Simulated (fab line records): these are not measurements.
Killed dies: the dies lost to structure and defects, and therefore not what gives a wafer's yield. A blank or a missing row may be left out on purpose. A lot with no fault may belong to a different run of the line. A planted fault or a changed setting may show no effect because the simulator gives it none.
Which of the tools did it? / flow berkeley_cmos170 / 7 lots with 21 wafers sampled at 2 steps, on a route of 331 steps

== WHAT THE GAUGES READ, wafer by wafer ==
UCB170_M2_RS_MEAS_02: the measuring method here is four-point-probe.
lot=L607; measured=day 9 12:22; on=film_metro-04; M2_AL_RS (ohm/sq)=0.0322 0.0325 0.0322
lot=L610; measured=day 10 20:55; on=film_metro-02; M2_AL_RS (ohm/sq)=0.0322 0.0320 0.0324
lot=L612; measured=day 11 01:07; on=film_metro-03; M2_AL_RS (ohm/sq)=0.0323 0.0326 0.0327
lot=L614; measured=day 11 09:34; on=film_metro-02; M2_AL_RS (ohm/sq)=0.0322 0.0319 0.0321
lot=L619; measured=day 12 00:46; on=film_metro-02; M2_AL_RS (ohm/sq)=0.0322 0.0320 0.0320
lot=L625; measured=day 13 05:45; on=film_metro-04; M2_AL_RS (ohm/sq)=0.0364 0.0322 0.0364
lot=L627; measured=day 14 02:11; on=film_metro-02; M2_AL_RS (ohm/sq)=0.0326 0.0370 0.0325

== EACH LOT AND THE TOOL THAT RAN IT (in order: tool; ch and the chambers of the sampled wafers; start) ==
lot=L607; UCB170_M2_SPUTTER_01=pvd_sputter-03, day 9 12:16
lot=L610; UCB170_M2_SPUTTER_01=pvd_sputter-02, day 10 20:48
lot=L612; UCB170_M2_SPUTTER_01=pvd_sputter-01, day 11 01:00
lot=L614; UCB170_M2_SPUTTER_01=pvd_sputter-03, day 11 09:29
lot=L619; UCB170_M2_SPUTTER_01=pvd_sputter-01, day 12 00:39
lot=L625; UCB170_M2_SPUTTER_01=pvd_sputter-02, day 13 05:40
lot=L627; UCB170_M2_SPUTTER_01=pvd_sputter-02, day 14 02:06
- UCB170_M2_SPUTTER_01: material Al, target thk 900 nm, time 120 s.

== THE ANSWER, worked out from the rows above alone ==
Rule: what is usual is taken from the lots themselves. Put in order of their means at a reading, lots are off if they are a third of the lots or fewer, leave a main group of 4 or more, and stand apart from it by a gap of 3 or more times the standard deviation of the main group's means; of several such gaps the widest counts. If all means in a main group match to the digits the tables above print for the reading, that group is not used. Also off: a lot with no number at a reading for which 4 or more lots have one. The other lots that the step has rows for count as sound.
Off: L625, L627, at UCB170_M2_RS_MEAS_02 (M2_AL_RS). The main group has a mean of 0.0322 ohm/sq with a standard deviation of 0.00017.
A tool fits if, at a process step before that reading, it ran every lot that is off, and no sound lot after the first of them. Those tools and the gauges at UCB170_M2_RS_MEAS_02 are tried in the same way. One candidate fits, namely pvd_sputter-02 at UCB170_M2_SPUTTER_01. Its last sound lot is L610 (day 10 20:48), its first lot that is off L625 (day 13 05:40): a fault that began between those two fits.

== WHAT WAS PUT IN BY THE SIMULATOR ==
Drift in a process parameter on pvd_sputter-02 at UCB170_M2_SPUTTER_01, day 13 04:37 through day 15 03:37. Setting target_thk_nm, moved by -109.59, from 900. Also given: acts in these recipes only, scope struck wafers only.
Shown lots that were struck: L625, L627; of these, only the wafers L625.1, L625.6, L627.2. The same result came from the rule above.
